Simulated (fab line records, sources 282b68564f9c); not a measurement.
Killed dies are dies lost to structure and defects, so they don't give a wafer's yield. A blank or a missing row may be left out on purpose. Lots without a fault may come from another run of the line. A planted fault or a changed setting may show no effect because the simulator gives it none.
fab line records | flow rit_cmos
record lots=7 wafers=21 last_day=8
route steps=202 shown REOX@100 NLDD@103 M1@202
lots that met no fault: from a run of the same line without faults
start_h: hours from the record's first day to the start of the lot's first wafer shown | wait_h: hours since the lot's step before | " the same as in the row above | L1.1+2: a row that stands for several wafers | - no value, or no start given | * or withheld: withheld | < > ~ a bound
route shown NAME@n: a module of which the file shows steps, and the number in the route of the first | usual: mean/standard deviation of fault-free wafers | same: alike in all rows | chamber/n: place in a boat | sites: the reading at each site | _std_site: their standard deviation | _edge_site: outer sites' mean less inner sites' | radius_mm: how far each site lies from the wafer's centre | mask NAME#n: copy n | behind: the tool/chamber that last shaped the wafer | hold: why the lot was held/for how many hours/how that ended | device: the transistor (n, p or np) that didn't switch | end of line: the same wafers' tests at the end of the route | a step without rows: its recipe alone | killed: dies lost to structure and defects at the first sort, not the wafer's yield | map: a wafer's dies, x killed, . not, _ none there
set.NAME: the setting as run; set.NAME@STEP: as run at that earlier step | model.NAME: the simulator's own value behind a step, which no gauge read
lots at some steps of the route; a table a step, a row a wafer
services: from which hour (start_h, from the record's first day; less than 0 if before it) a tool's chamber was out of use, for how many hours, and why
## steps
# step RIT_REOX_CLEAN_02
# recipe chemistry=SC2 mix=3:3:50 time_s=600 temp_c=75 dry=n2_spin
# step RIT_REOX_OXIDATION_03
# recipe temp_c=900 ambient=O2 target_thk_a=252 ox_time_s=5580
# step RIT_REOX_THK_MEAS_04
# recipe reads=SiO2_of_REOX_OXIDATION_03
# usual REOX_OXIDE_THK=25.3/0.51
# columns lot.wafer tool chamber start_h wait_h REOX_OXIDE_THK[nm]
L905.2 film_metro-01 - 44.69 0.0 26.1
L905.4 " - " " 25.5
L905.5 " - " " 25.3
L911.2 film_metro-01 - 76.09 0.0 25.0
L911.5 " - " " 25.1
L911.6 " - " " 24.9
L912.3 film_metro-04 - 81.31 0.0 24.6
L912.5 " - " " 24.6
L912.6 " - " " 24.4
L921.1 film_metro-04 - 126.52 0.0 25.0
L921.3 " - " " 24.8
L921.5 " - " " 24.6
L922.1 film_metro-04 - 133.63 0.0 25.2
L922.2 " - " " 25.3
L922.4 " - " " 25.1
L923.2 film_metro-02 - 139.61 0.0 25.3
L923.3 " - " " 25.4
L923.5 " - " " 25.1
L927.1 film_metro-01 - 167.86 0.0 26.1
L927.2 " - " " 26.0
L927.5 " - " " 26.1
# step RIT_NLDD_HMDS_00
# recipe prime_time_s=60 prime_temp_c=140
# step RIT_NLDD_COAT_01
# recipe resist=NOVOLAK spin_rpm=3250 resist_thk_nm=1000
# step RIT_NLDD_SOFTBAKE_02
# recipe resist=NOVOLAK temp_c=89.01 time_s=60
# step RIT_NLDD_EXPOSE_03
# recipe mask_id=M7 na=0.57 target_cd_nm=40700 dose_mj=250
# step RIT_NLDD_PEB_04
# recipe resist=NOVOLAK temp_c=withheld time_s=withheld
# step RIT_NLDD_DEVELOP_05
# recipe resist=NOVOLAK develop_time_s=50 dev_temp_c=23
# step RIT_NLDD_OVL_MEAS_06
# usual NLDD_OVL=1.5/1.5
# columns lot.wafer tool chamber start_h wait_h NLDD_OVL[nm]
L905.2 overlay-01 - 45.72 - -2.5
L905.4 " - " " -1.7
L905.5 " - " " 0.5
L911.2 overlay-01 - 77.33 - 3.4
L911.5 " - " " 2.4
L911.6 " - " " 1.0
L912.3 overlay-01 - 82.21 - 2.7
L912.5 " - " " 3.4
L912.6 " - " " 0.1
L921.1 overlay-02 - 127.56 - 3.0
L921.3 " - " " 2.5
L921.5 " - " " 1.1
L922.1 overlay-01 - 134.67 - -0.4
L922.2 " - " " 3.4
L922.4 " - " " 0.0
L923.2 overlay-02 - 140.64 - 2.2
L923.3 " - " " 2.2
L923.5 " - " " 3.9
L927.1 overlay-02 - 168.77 - -1.9
L927.2 " - " " 0.4
L927.5 " - " " 2.0
# step RIT_NLDD_HARDBAKE_07
# recipe resist=NOVOLAK temp_c=140 time_s=60
# step RIT_NLDD_IMPLANT_08
# recipe species=P energy_kev=20 dose_cm2=5e+14 tilt_deg=7
# step RIT_NLDD_STRIP_09
# recipe chemistry=O2 time_s=180 resist=NOVOLAK platen_temp_c=withheld power_w=500 pressure_mtorr=4000 o2_flow_sccm=4000
# usual chamber_pressure_mTorr=4000/3.5 drypump_motor_current_A=5.7/0.52
# columns lot.wafer tool chamber start_h wait_h chamber_pressure_mTorr drypump_motor_current_A rf_hours_counter_h
L905.2 plasma_asher-03 1 46.05 0.1 3996 5.7 26
L905.4 " 0 " " 3999 6.5 -
L905.5 " 0 " " 3994 6.5 -
L911.2 plasma_asher-03 1 77.97 0.1 4001 5.7 30
L911.5 " 1 " " 4004 5.7 -
L911.6 " 0 " " 4001 6.5 -
L912.3 plasma_asher-02 0 82.60 0.1 4001 5.2 -
L912.5 " 1 " " 4003 5.2 -
L912.6 " 0 " " 4005 5.2 -
L921.1 plasma_asher-02 0 127.90 0.1 4004 5.2 51
L921.3 " 1 " " 1999 5.2 -
L921.5 " 1 " " 2003 5.2 -
L922.1 plasma_asher-02 1 135.00 0.1 1997 5.2 52
L922.2 " 0 " " 3998 5.2 52
L922.4 " 1 " " 1998 5.1 -
L923.2 plasma_asher-02 1 140.97 0.1 2004 5.2 52
L923.3 " 0 " " 4002 5.2 -
L923.5 " 0 " " 3998 5.2 -
L927.1 plasma_asher-04 1 169.11 0.1 4003 6.3 53
L927.2 " 0 " " 3997 5.5 53
L927.5 " 1 " " 3994 6.3 -
# step RIT_NLDD_TW_MEAS_10
# usual NLDD_TW=2478/14
# columns lot.wafer tool chamber start_h wait_h NLDD_TW
L905.2 film_metro-01 - 46.24 0.1 2459
L905.4 " - " " 2468
L905.5 " - " " 2465
L911.2 film_metro-02 - 78.15 0.1 2485
L911.5 " - " " 2487
L911.6 " - " " 2489
L912.3 film_metro-02 - 82.73 0.1 2493
L912.5 " - " " 2494
L912.6 " - " " 2494
L921.1 film_metro-03 - 128.07 0.1 2477
L921.3 " - " " 2466
L921.5 " - " " 2463
L922.1 film_metro-01 - 135.18 0.1 2479
L922.2 " - " " 2472
L922.4 " - " " 2478
L923.2 film_metro-02 - 141.16 0.1 2503
L923.3 " - " " 2488
L923.5 " - " " 2499
L927.1 film_metro-03 - 169.28 0.1 2465
L927.2 " - " " 2471
L927.5 " - " " 2462
# step RIT_M1_PROBE_99
# usual killed_at_contacts=0.1/0.31 killed_at_front_end=6.3/3 killed_dies=6.4/3 killed_open=3/1.9 killed_short=3.4/1.9
# same gross_dies=264 killed_at_M0_to_M3=0 killed_at_M4_up=0 killed_at_back_side=0 killed_at_other=0
# columns lot.wafer tool chamber start_h wait_h killed_at_contacts killed_at_front_end killed_dies killed_open killed_short
L905.2 prober-02 - 61.57 0.1 0 3 3 1 2
L905.4 prober-02 - 61.67 0.2 0 3 3 2 1
L905.5 prober-02 - 61.72 0.2 0 4 4 1 3
L911.2 prober-02 - 93.55 0.1 0 10 10 7 3
L911.5 prober-02 - 93.70 0.2 1 4 5 4 1
L911.6 prober-02 - 93.75 0.2 0 3 3 2 1
L912.3 prober-01 - 97.69 0.2 0 6 6 1 5
L912.5 prober-01 - 97.79 0.2 0 14 14 6 6
L912.6 prober-01 - 97.84 0.2 0 6 6 4 2
L921.1 prober-02 - 147.01 0.1 0 7 7 3 4
L921.3 prober-02 - 147.11 0.2 1 5 6 1 5
L921.5 prober-02 - 147.21 0.2 0 7 7 2 5
L922.1 prober-01 - 152.63 0.1 1 4 5 3 2
L922.2 prober-01 - 152.68 0.1 0 6 6 3 3
L922.4 prober-01 - 152.78 0.2 1 8 9 6 3
L923.2 prober-02 - 159.64 0.1 0 10 10 3 7
L923.3 prober-02 - 159.69 0.2 0 6 6 4 2
L923.5 prober-02 - 159.79 0.2 0 0 0 0 0
L927.1 prober-02 - 186.43 0.1 0 8 8 2 6
L927.2 prober-02 - 186.48 0.1 0 5 5 1 4
L927.5 prober-02 - 186.63 0.2 0 6 6 1 5
# killed by level:class
L905.2 FOX2:geometric_particle:open=1 FOX2:geometric_particle:short=1 REOX:geometric_particle:short=1
L905.4 ACTIVE:geometric_particle:short=1 FOX1:geometric_particle:open=1 GATE:geometric_particle:open=1
L905.5 FOX2:geometric_particle:short=1 GATE:geometric_particle:short=1 REOX:geometric_particle:short=1 REOX:geometric_particle:open=1
L911.2 GATE:geometric_particle:open=4 GATE:geometric_particle:short=2 FOX1:geometric_particle:open=1 REOX:geometric_particle:open=1 REOX:geometric_particle:short=1 SPACER:geometric_particle:open=1
L911.5 GATE:geometric_particle:open=1 REOX:geometric_particle:open=1 SPACER:geometric_particle:open=1 SPACER:geometric_particle:short=1 CONTACT:geometric_particle:open=1
L911.6 FOX1:geometric_particle:open=1 GATE:geometric_particle:open=1 SPACER:geometric_particle:short=1
L912.3 FOX1:geometric_particle:short=2 REOX:geometric_particle:short=2 FOX2:geometric_particle:open=1 SPACER:geometric_particle:short=1
L912.5 GATE:geometric_particle:open=3 GATE:geometric_particle:short=2 REOX:geometric_particle:open=2 SPACER:geometric_particle:short=2 NLDD:coat_microbubble_printed=2 FOX2:geometric_particle:open=1 SILICIDE:geometric_particle:short=1 REOX:geometric_particle:short=1
L912.6 SPACER:geometric_particle:open=4 FOX2:geometric_particle:short=1 REOX:geometric_particle:short=1
L921.1 FOX1:geometric_particle:short=2 GATE:geometric_particle:open=2 FOX1:geometric_particle:open=1 FOX2:geometric_particle:short=1 REOX:geometric_particle:short=1
L921.3 FOX1:geometric_particle:short=2 GATE:geometric_particle:short=2 ACTIVE:geometric_particle:open=1 CONTACT:geometric_particle:short=1
L921.5 FOX2:geometric_particle:short=1 GATE:geometric_particle:open=1 GATE:geometric_particle:short=1 REOX:geometric_particle:open=1 REOX:geometric_particle:short=1 SPACER:geometric_particle:short=1 SILICIDE:geometric_particle:short=1
L922.1 GATE:geometric_particle:short=2 GATE:geometric_particle:open=1 SILICIDE:geometric_particle:open=1 CONTACT:geometric_particle:open=1
L922.2 GATE:geometric_particle:short=3 GATE:geometric_particle:open=3
L922.4 GATE:geometric_particle:open=3 FOX1:geometric_particle:open=1 FOX2:geometric_particle:short=1 REOX:geometric_particle:open=1 REOX:geometric_particle:short=1 SPACER:geometric_particle:open=1 CONTACT:geometric_particle:short=1
L923.2 GATE:geometric_particle:short=5 FOX1:geometric_particle:open=1 FOX2:geometric_particle:short=1 FOX2:geometric_particle:open=1 GATE:geometric_particle:open=1 SILICIDE:geometric_particle:short=1
L923.3 GATE:geometric_particle:open=2 SILICIDE:geometric_particle:open=2 FOX1:geometric_particle:short=1 SILICIDE:geometric_particle:short=1
L923.5
L927.1 REOX:geometric_particle:short=4 REOX:geometric_particle:open=2 GATE:geometric_particle:short=1 SILICIDE:geometric_particle:short=1
L927.2 SPACER:geometric_particle:short=2 ACTIVE:geometric_particle:short=1 REOX:geometric_particle:open=1 SILICIDE:geometric_particle:short=1
L927.5 REOX:geometric_particle:short=2 SILICIDE:geometric_particle:short=2 GATE:geometric_particle:short=1 REOX:geometric_particle:open=1
## services
# columns tool chamber start_h hours kind
plasma_asher-02 - 23.58 2.8 pm
plasma_asher-04 - 57.82 14.6 pm
plasma_asher-04 - 74.78 2.2 repair
plasma_asher-02 - 77.73 3.1 repair
plasma_asher-04 - 114.19 2.8 repair
plasma_asher-04 - 129.31 4.3 pm
## key
first_sign step=RIT_NLDD_STRIP_09 reading=chamber_pressure_mTorr direction=down sigmas=99+ usual=4000 struck=2000
effect none on later readings
met_at RIT_NLDD_STRIP_09
struck_wafers L921.3,L921.5,L922.1,L922.4,L923.2
tester_left_out L921,L922,L923
onset_between 82.60 127.90
fault kind=process_parameter_drift tool=plasma_asher-02 chamber=1 onset_h=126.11 steps=RIT_NLDD_STRIP_09 channel=pressure_mtorr offset=-2000 shape=step end_h=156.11 acts_in=these_recipes_only stated=4000
# tester_left_out: of these lots the tester's yield and bins aren't shown, on N5 and GAA mostly nor the transistor test; their killed dies are dies lost to structure and defects alone, not to doping, threshold or leakage, so they don't give the yield
